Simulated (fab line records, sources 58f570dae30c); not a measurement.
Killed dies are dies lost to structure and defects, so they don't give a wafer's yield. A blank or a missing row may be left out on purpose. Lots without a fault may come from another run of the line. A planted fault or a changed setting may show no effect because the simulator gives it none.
fab line records | flow berkeley_cmos170
record lots=14 wafers=42 last_day=13
route steps=331 shown NLDD@167
lots that met no fault: from a run of the same line without faults
start_h: hours from the record's first day to the start of the lot's first wafer shown | wait_h: hours since the lot's step before | " the same as in the row above | L1.1+2: a row that stands for several wafers | - no value, or no start given | * or withheld: withheld | < > ~ a bound
route shown NAME@n: a module of which the file shows steps, and the number in the route of the first | usual: mean/standard deviation of fault-free wafers | same: alike in all rows | chamber/n: place in a boat | sites: the reading at each site | _std_site: their standard deviation | _edge_site: outer sites' mean less inner sites' | radius_mm: how far each site lies from the wafer's centre | mask NAME#n: copy n | behind: the tool/chamber that last shaped the wafer | hold: why the lot was held/for how many hours/how that ended | device: the transistor (n, p or np) that didn't switch | end of line: the same wafers' tests at the end of the route | a step without rows: its recipe alone | killed: dies lost to structure and defects at the first sort, not the wafer's yield | map: a wafer's dies, x killed, . not, _ none there
set.NAME: the setting as run; set.NAME@STEP: as run at that earlier step | model.NAME: the simulator's own value behind a step, which no gauge read
steps of the route over a sample of lots; a table a step, a row a wafer
services: from which hour (start_h, from the record's first day; less than 0 if before it) a tool's chamber was out of use, for how many hours, and why
## steps
# step UCB170_NLDD_IMPLANT_09
# recipe species=As dose_cm2=5e+13 energy_kev=30 tilt_deg=7 rotation_deg=180
# usual beam_energy_keV=30.001/0.0091 end_station_pressure_torr=5.09e-06/2.6e-07 rotation_deg=180.01/0.036
# columns lot.wafer tool chamber start_h wait_h beam_energy_keV end_station_pressure_torr rotation_deg
L891.1 implanter-01 0 162.08 0.1 29.985 4.68e-06 179.99
L891.2 " 0 " " 29.994 5.56e-06 179.98
L891.3 " 0 " " 29.996 5.22e-06 179.96
L889.1 implanter-01 0 162.57 0.1 30.000 5.29e-06 179.98
L889.2 " 0 " " 30.002 5.31e-06 179.99
L889.3 " 0 " " 29.993 4.9e-06 180.00
L893.2 implanter-04 0 174.58 0.1 30.006 5.39e-06 180.01
L893.4 " 0 " " 30.004 4.98e-06 180.03
L893.5 " 0 " " 29.994 5.32e-06 179.98
L894.2 implanter-04 0 188.22 0.1 29.997 5.25e-06 180.02
L894.4 " 0 " " 29.988 4.99e-06 180.12
L894.6 " 0 " " 30.002 4.8e-06 180.00
L899.2 implanter-02 0 200.10 0.1 30.000 5.05e-06 180.02
L899.3 " 0 " " 29.993 4.9e-06 179.99
L899.5 " 0 " " 30.009 5.35e-06 180.00
L897.3 implanter-01 0 200.42 0.1 30.002 5.38e-06 179.98
L897.4 " 0 " " 30.019 5.04e-06 180.03
L897.5 " 0 " " 30.002 4.69e-06 180.03
L898.2 implanter-04 0 200.84 0.1 30.004 5.12e-06 179.98
L898.4 " 0 " " 30.002 4.73e-06 179.98
L898.6 " 0 " " 30.008 4.97e-06 180.06
L901.1 implanter-01 0 216.05 0.1 30.017 5.35e-06 179.99
L901.3 " 0 " " 30.011 5.16e-06 180.03
L901.6 " 0 " " 30.036 4.58e-06 179.98
L900.2 implanter-04 0 216.87 0.1 30.001 4.98e-06 180.12
L900.3 " 0 " " 30.004 5.24e-06 180.01
L900.6 " 0 " " 30.000 4.94e-06 180.06
L906.1 implanter-01 0 246.98 0.1 30.011 5.1e-06 180.00
L906.2 " 0 " " 30.003 5.17e-06 180.00
L906.6 " 0 " " 29.989 4.89e-06 179.98
L905.1 implanter-02 0 247.08 0.1 40.507 5.19e-06 180.03
L905.2 " 0 " " 40.514 5.43e-06 180.02
L905.5 " 0 " " 40.514 5.06e-06 180.05
L907.1 implanter-01 0 256.75 0.1 29.991 5.33e-06 180.02
L907.4 " 0 " " 29.997 5.41e-06 179.97
L907.5 " 0 " " 30.013 5.2e-06 179.99
L911.3 implanter-02 0 283.43 0.1 40.495 4.71e-06 180.01
L911.4 " 0 " " 40.507 4.47e-06 180.01
L911.6 " 0 " " 40.501 5.1e-06 180.06
L910.2 implanter-01 0 283.53 0.1 29.995 4.87e-06 180.01
L910.3 " 0 " " 30.000 4.74e-06 179.96
L910.4 " 0 " " 29.996 5.24e-06 180.00
# step UCB170_NLDD_TW_MEAS_11
# usual NLDD_TW=2212/16
# columns lot.wafer tool chamber start_h wait_h NLDD_TW
L891.1 film_metro-03 - 162.33 0.1 2215
L891.2 " - " " 2214
L891.3 " - " " 2213
L889.1 film_metro-01 - 162.82 0.1 2177
L889.2 " - " " 2178
L889.3 " - " " 2185
L893.2 film_metro-02 - 174.81 0.1 2206
L893.4 " - " " 2217
L893.5 " - " " 2213
L894.2 film_metro-01 - 188.46 0.1 2198
L894.4 " - " " 2194
L894.6 " - " " 2191
L899.2 film_metro-02 - 200.34 0.1 2223
L899.3 " - " " 2219
L899.5 " - " " 2221
L897.3 film_metro-02 - 200.64 0.1 2215
L897.4 " - " " 2212
L897.5 " - " " 2215
L898.2 film_metro-01 - 201.08 0.1 2188
L898.4 " - " " 2191
L898.6 " - " " 2185
L901.1 film_metro-03 - 216.30 0.1 2224
L901.3 " - " " 2229
L901.6 " - " " 2217
L900.2 film_metro-03 - 217.10 0.1 2216
L900.3 " - " " 2210
L900.6 " - " " 2226
L906.1 film_metro-02 - 247.23 0.1 2211
L906.2 " - " " 2221
L906.6 " - " " 2222
L905.1 film_metro-01 - 247.33 0.1 2305
L905.2 " - " " 2297
L905.5 " - " " 2302
L907.1 film_metro-02 - 257.00 0.1 2223
L907.4 " - " " 2233
L907.5 " - " " 2232
L911.3 film_metro-02 - 283.65 0.1 2330
L911.4 " - " " 2321
L911.6 " - " " 2321
L910.2 film_metro-01 - 283.76 0.1 2200
L910.3 " - " " 2210
L910.4 " - " " 2190
# step UCB170_SDANNEAL_RS_MEAS_05
# recipe thk_meas_gauge=four-point-probe
# usual NLDD_RS=617.0/1.7
# columns lot.wafer tool chamber start_h wait_h NLDD_RS[ohm/sq]
L891.1 film_metro-03 - 174.26 0.1 619.3
L891.2 " - " " 621.2
L891.3 " - " " 621.2
L889.1 film_metro-03 - 174.74 0.1 617.7
L889.2 " - " " 617.7
L889.3 " - " " 616.8
L893.2 film_metro-02 - 188.59 0.1 616.5
L893.4 " - " " 617.0
L893.5 " - " " 616.4
L894.2 film_metro-03 - 199.87 0.1 620.4
L894.4 " - " " 619.4
L894.6 " - " " 618.3
L899.2 film_metro-03 - 213.97 0.1 617.0
L899.3 " - " " 615.8
L899.5 " - " " 616.7
L897.3 film_metro-03 - 214.85 0.1 617.9
L897.4 " - " " 617.1
L897.5 " - " " 617.3
L898.2 film_metro-01 - 215.30 0.1 617.3
L898.4 " - " " 618.9
L898.6 " - " " 617.2
L901.1 film_metro-01 - 231.72 0.1 619.4
L901.3 " - " " 618.7
L901.6 " - " " 620.4
L900.2 film_metro-02 - 232.19 0.1 619.4
L900.3 " - " " 619.5
L900.6 " - " " 616.4
L905.1 film_metro-03 - 260.07 0.1 577.3
L905.2 " - " " 578.3
L905.5 " - " " 578.0
L906.1 film_metro-02 - 260.51 0.1 614.1
L906.2 " - " " 614.7
L906.6 " - " " 614.6
L907.1 film_metro-02 - 267.10 0.1 615.9
L907.4 " - " " 614.4
L907.5 " - " " 612.8
L911.3 film_metro-01 - 293.65 0.1 578.6
L911.4 " - " " 578.0
L911.6 " - " " 577.9
L910.2 film_metro-01 - 294.34 0.1 616.8
L910.3 " - " " 616.7
L910.4 " - " " 617.9
## services
# columns tool chamber start_h hours kind
implanter-02 - 151.00 3.6 repair
implanter-04 - 152.62 2.8 repair
implanter-01 - 156.02 4.7 pm
implanter-02 - 158.11 6.0 repair
implanter-01 - 222.46 12.3 repair
implanter-01 - 225.94 1.0 repair
implanter-01 - 232.53 1.9 repair
implanter-02 - 253.89 1.1 repair
implanter-02 - 265.69 1.2 repair
## key
first_sign step=UCB170_NLDD_IMPLANT_09 reading=beam_energy_keV direction=up sigmas=99+ usual=30.001 struck=40.506
effect step=UCB170_NLDD_TW_MEAS_11 reading=NLDD_TW direction=up sigmas=6.4 usual=2212 struck=2312 through=control_loop
effect step=UCB170_SDANNEAL_RS_MEAS_05 reading=NLDD_RS direction=down sigmas=23 usual=617.0 struck=578.0 through=control_loop
met_at UCB170_NLDD_IMPLANT_09
struck_lots L905,L911
tester_left_out L905,L911
loop_trim step=UCB170_NLDD_EXPOSE_03 setting=dose lots=L911
onset_between 200.10 247.08
fault kind=process_parameter_drift tool=implanter-02 chamber=- onset_h=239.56 steps=UCB170_NLDD_IMPLANT_09 channel=energy_kev offset=10.5 shape=step end_h=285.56 acts_in=these_recipes_only stated=30
# tester_left_out: of these lots the tester's yield and bins aren't shown, on N5 and GAA mostly nor the transistor test; their killed dies are dies lost to structure and defects alone, not to doping, threshold or leakage, so they don't give the yield
# loop_trim: a control loop set the setting to another value than it would have without faults
